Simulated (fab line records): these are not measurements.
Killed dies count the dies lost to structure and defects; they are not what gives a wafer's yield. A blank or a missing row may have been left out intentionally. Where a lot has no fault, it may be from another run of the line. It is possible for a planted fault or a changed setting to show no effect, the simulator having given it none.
fab line records :: flow berkeley-cmos170
record
  lots=16
  wafers=48
  last-day=11
route steps=331 shown CONTACT@228
lots that met no fault: from a run of the same line without faults
start-h: the number of hours between the record's first day and the start of the first shown wafer of the lot :: wait-h: time in hours since the lot's previous step :: " as in the row above :: L1.1+2: one row covering several wafers at once :: - no value, or no start given :: * or withheld: withheld :: < > ~ a bound
route shown NAME@n: a module of which the file shows steps, and the number in the route of the first :: usual: mean and standard deviation over wafers with no fault :: same: alike in all rows :: chamber/n: place in a boat :: sites: readings site by site :: _std_site: the values' standard deviation :: _edge_site: mean of outer sites minus mean of inner sites :: radius-mm: how far each site lies from the wafer's centre :: mask NAME#n: copy n :: behind: the most recent tool/chamber to have shaped the wafer :: hold: reason for holding the lot/hours on hold/outcome of the hold :: device: the transistor (n, p or np) that didn't switch :: end of line: the route-end tests of the same wafers :: step lacking rows: just its recipe :: killed: not the wafer's yield, but the dies lost to structure and defects at the first sort :: map: the dies of a wafer, with x for killed, . for not killed, _ for no die there
set.NAME: setting as actually run; set.NAME@STEP: the setting as run at that earlier step :: model.NAME: the simulator's own value behind a step, which no gauge read
route steps across a sampled set of lots; one table per step, one row per wafer
services: the hour from which a tool's chamber was out of use, counted from the record's first day as start-h (under 0 if before that day), plus the number of hours and why
## steps
# step UCB170_CONTACT_EXPOSE_12
# recipe
  mask-id=CONT
  target-cd-nm=700
  na=0.5
  sigma-outer=0.6
  source-shape=conventional
  dose-mj=35
lot.wafer: L610.1+3+4
tool: krf-scanner-01
chamber: 0
start-h: 157.10
wait-h: -
mask: CONT#0

lot.wafer: L612.1+3+5
tool: krf-scanner-01
chamber: 0
start-h: 159.71
wait-h: -
mask: CONT#0

lot.wafer: L611.1+3+4
tool: krf-scanner-02
chamber: 0
start-h: 160.24
wait-h: -
mask: CONT#0

lot.wafer: L613.2+4+5
tool: krf-scanner-01
chamber: 0
start-h: 165.84
wait-h: -
mask: CONT#0

lot.wafer: L616.3+4+5
tool: krf-scanner-02
chamber: 0
start-h: 184.21
wait-h: -
mask: CONT#0

lot.wafer: L614.1+3+6
tool: krf-scanner-02
chamber: 0
start-h: 184.72
wait-h: -
mask: CONT#0

lot.wafer: L617.2+4+5
tool: krf-scanner-02
chamber: 0
start-h: 184.85
wait-h: -
mask: CONT#0

lot.wafer: L618.2+3+5
tool: krf-scanner-02
chamber: 0
start-h: 190.04
wait-h: -
mask: CONT#0

lot.wafer: L620.1+2+3
tool: krf-scanner-02
chamber: 0
start-h: 201.35
wait-h: -
mask: CONT#0

lot.wafer: L619.1+5+6
tool: krf-scanner-02
chamber: 0
start-h: 203.24
wait-h: -
mask: CONT#0

lot.wafer: L624.2+5+6
tool: krf-scanner-02
chamber: 0
start-h: 214.97
wait-h: -
mask: CONT#0

lot.wafer: L625.1+4+5
tool: krf-scanner-02
chamber: 0
start-h: 218.90
wait-h: -
mask: CONT#0

lot.wafer: L628.2+3+6
tool: krf-scanner-02
chamber: 0
start-h: 230.17
wait-h: -
mask: CONT#0

lot.wafer: L626.1+3+6
tool: krf-scanner-02
chamber: 0
start-h: 231.01
wait-h: -
mask: CONT#0

lot.wafer: L629.1+5+6
tool: krf-scanner-02
chamber: 0
start-h: 243.57
wait-h: -
mask: CONT#0

lot.wafer: L633.2+5+6
tool: krf-scanner-01
chamber: 0
start-h: 257.07
wait-h: -
mask: CONT#0
# step UCB170_CONTACT_OVL_MEAS_16
# usual
  CONTACT_OVL=2/5
lot.wafer: L610.1
tool: overlay-01
chamber: -
start-h: 157.62
wait-h: 0.1
CONTACT_OVL[nm]: 1

lot.wafer: L610.3
tool: overlay-01
chamber: -
start-h: 157.62
wait-h: 0.1
CONTACT_OVL[nm]: 0

lot.wafer: L610.4
tool: overlay-01
chamber: -
start-h: 157.62
wait-h: 0.1
CONTACT_OVL[nm]: 0

lot.wafer: L612.1
tool: overlay-02
chamber: -
start-h: 160.22
wait-h: 0.1
CONTACT_OVL[nm]: 8

lot.wafer: L612.3
tool: overlay-02
chamber: -
start-h: 160.22
wait-h: 0.1
CONTACT_OVL[nm]: 0

lot.wafer: L612.5
tool: overlay-02
chamber: -
start-h: 160.22
wait-h: 0.1
CONTACT_OVL[nm]: 6

lot.wafer: L611.1
tool: overlay-01
chamber: -
start-h: 160.75
wait-h: 0.1
CONTACT_OVL[nm]: 9

lot.wafer: L611.3
tool: overlay-01
chamber: -
start-h: 160.75
wait-h: 0.1
CONTACT_OVL[nm]: 1

lot.wafer: L611.4
tool: overlay-01
chamber: -
start-h: 160.75
wait-h: 0.1
CONTACT_OVL[nm]: 0

lot.wafer: L613.2
tool: overlay-02
chamber: -
start-h: 166.34
wait-h: 0.1
CONTACT_OVL[nm]: 11

lot.wafer: L613.4
tool: overlay-02
chamber: -
start-h: 166.34
wait-h: 0.1
CONTACT_OVL[nm]: 9

lot.wafer: L613.5
tool: overlay-02
chamber: -
start-h: 166.34
wait-h: 0.1
CONTACT_OVL[nm]: 2

lot.wafer: L616.3
tool: overlay-02
chamber: -
start-h: 185.20
wait-h: 0.1
CONTACT_OVL[nm]: -5

lot.wafer: L616.4
tool: overlay-02
chamber: -
start-h: 185.20
wait-h: 0.1
CONTACT_OVL[nm]: -5

lot.wafer: L616.5
tool: overlay-02
chamber: -
start-h: 185.20
wait-h: 0.1
CONTACT_OVL[nm]: -6

lot.wafer: L614.1
tool: overlay-01
chamber: -
start-h: 185.86
wait-h: 0.1
CONTACT_OVL[nm]: 2

lot.wafer: L614.3
tool: overlay-01
chamber: -
start-h: 185.86
wait-h: 0.1
CONTACT_OVL[nm]: 6

lot.wafer: L614.6
tool: overlay-01
chamber: -
start-h: 185.86
wait-h: 0.1
CONTACT_OVL[nm]: 9

lot.wafer: L617.2
tool: overlay-02
chamber: -
start-h: 185.99
wait-h: 0.1
CONTACT_OVL[nm]: 3

lot.wafer: L617.4
tool: overlay-02
chamber: -
start-h: 185.99
wait-h: 0.1
CONTACT_OVL[nm]: 3

lot.wafer: L617.5
tool: overlay-02
chamber: -
start-h: 185.99
wait-h: 0.1
CONTACT_OVL[nm]: -1

lot.wafer: L618.2
tool: overlay-01
chamber: -
start-h: 190.85
wait-h: 0.1
CONTACT_OVL[nm]: -1

lot.wafer: L618.3
tool: overlay-01
chamber: -
start-h: 190.85
wait-h: 0.1
CONTACT_OVL[nm]: 2

lot.wafer: L618.5
tool: overlay-01
chamber: -
start-h: 190.85
wait-h: 0.1
CONTACT_OVL[nm]: -6

lot.wafer: L620.1
tool: overlay-01
chamber: -
start-h: 202.06
wait-h: 0.1
CONTACT_OVL[nm]: -1

lot.wafer: L620.2
tool: overlay-01
chamber: -
start-h: 202.06
wait-h: 0.1
CONTACT_OVL[nm]: 2

lot.wafer: L620.3
tool: overlay-01
chamber: -
start-h: 202.06
wait-h: 0.1
CONTACT_OVL[nm]: -2

lot.wafer: L619.1
tool: overlay-01
chamber: -
start-h: 204.05
wait-h: 0.1
CONTACT_OVL[nm]: 10

lot.wafer: L619.5
tool: overlay-01
chamber: -
start-h: 204.05
wait-h: 0.1
CONTACT_OVL[nm]: 7

lot.wafer: L619.6
tool: overlay-01
chamber: -
start-h: 204.05
wait-h: 0.1
CONTACT_OVL[nm]: 10

lot.wafer: L624.2
tool: overlay-01
chamber: -
start-h: 215.80
wait-h: 0.1
CONTACT_OVL[nm]: -2

lot.wafer: L624.5
tool: overlay-01
chamber: -
start-h: 215.80
wait-h: 0.1
CONTACT_OVL[nm]: 11

lot.wafer: L624.6
tool: overlay-01
chamber: -
start-h: 215.80
wait-h: 0.1
CONTACT_OVL[nm]: 3

lot.wafer: L625.1
tool: overlay-02
chamber: -
start-h: 219.41
wait-h: 0.1
CONTACT_OVL[nm]: -136

lot.wafer: L625.4
tool: overlay-02
chamber: -
start-h: 219.41
wait-h: 0.1
CONTACT_OVL[nm]: -141

lot.wafer: L625.5
tool: overlay-02
chamber: -
start-h: 219.41
wait-h: 0.1
CONTACT_OVL[nm]: -134

lot.wafer: L628.2
tool: overlay-01
chamber: -
start-h: 231.05
wait-h: 0.1
CONTACT_OVL[nm]: -119

lot.wafer: L628.3
tool: overlay-01
chamber: -
start-h: 231.05
wait-h: 0.1
CONTACT_OVL[nm]: -126

lot.wafer: L628.6
tool: overlay-01
chamber: -
start-h: 231.05
wait-h: 0.1
CONTACT_OVL[nm]: -123

lot.wafer: L626.1
tool: overlay-02
chamber: -
start-h: 231.59
wait-h: 0.1
CONTACT_OVL[nm]: -131

lot.wafer: L626.3
tool: overlay-02
chamber: -
start-h: 231.59
wait-h: 0.1
CONTACT_OVL[nm]: -133

lot.wafer: L626.6
tool: overlay-02
chamber: -
start-h: 231.59
wait-h: 0.1
CONTACT_OVL[nm]: -131

lot.wafer: L629.1
tool: overlay-01
chamber: -
start-h: 244.08
wait-h: 0.1
CONTACT_OVL[nm]: -127

lot.wafer: L629.5
tool: overlay-01
chamber: -
start-h: 244.08
wait-h: 0.1
CONTACT_OVL[nm]: -129

lot.wafer: L629.6
tool: overlay-01
chamber: -
start-h: 244.08
wait-h: 0.1
CONTACT_OVL[nm]: -130

lot.wafer: L633.2
tool: overlay-01
chamber: -
start-h: 258.14
wait-h: 0.1
CONTACT_OVL[nm]: 0

lot.wafer: L633.5
tool: overlay-01
chamber: -
start-h: 258.14
wait-h: 0.1
CONTACT_OVL[nm]: -4

lot.wafer: L633.6
tool: overlay-01
chamber: -
start-h: 258.14
wait-h: 0.1
CONTACT_OVL[nm]: -3
## services
tool: krf-scanner-01
chamber: -
start-h: 141.90
hours: 4.0
kind: pm

tool: krf-scanner-02
chamber: -
start-h: 152.90
hours: 0.2
kind: repair

tool: krf-scanner-01
chamber: -
start-h: 167.23
hours: 1.0
kind: pm

tool: krf-scanner-01
chamber: 0
start-h: 178.42
hours: -
kind: calibration

tool: krf-scanner-01
chamber: -
start-h: 183.53
hours: 1.5
kind: repair

tool: krf-scanner-02
chamber: 0
start-h: 213.59
hours: -
kind: calibration

tool: krf-scanner-02
chamber: -
start-h: 222.08
hours: 1.0
kind: pm

tool: krf-scanner-01
chamber: -
start-h: 223.17
hours: 0.8
kind: pm

tool: krf-scanner-01
chamber: -
start-h: 236.37
hours: 7.6
kind: repair

tool: krf-scanner-01
chamber: -
start-h: 240.92
hours: 4.2
kind: repair
## key
first-sign
  step=UCB170_CONTACT_OVL_MEAS_16
  reading=CONTACT_OVL
  direction=down
  sigmas=26
  usual=2
  struck=-130
effect none on later readings
met-at UCB170_CONTACT_EXPOSE_12
struck-lots L625,L626,L628,L629
tester-left-out L625,L626,L628,L629
onset-between 214.97 218.90
fault
  kind=scanner-matching-overlay
  tool=krf-scanner-02
  chamber=-
  onset-h=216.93
  steps=UCB170_CONTACT_EXPOSE_12
  offset=-130
# tester-left-out: of these lots the tester's yield and bins aren't shown, on N5 and GAA mostly nor the transistor test; their killed dies are dies lost to structure and defects alone, not to doping, threshold or leakage, so they don't give the yield
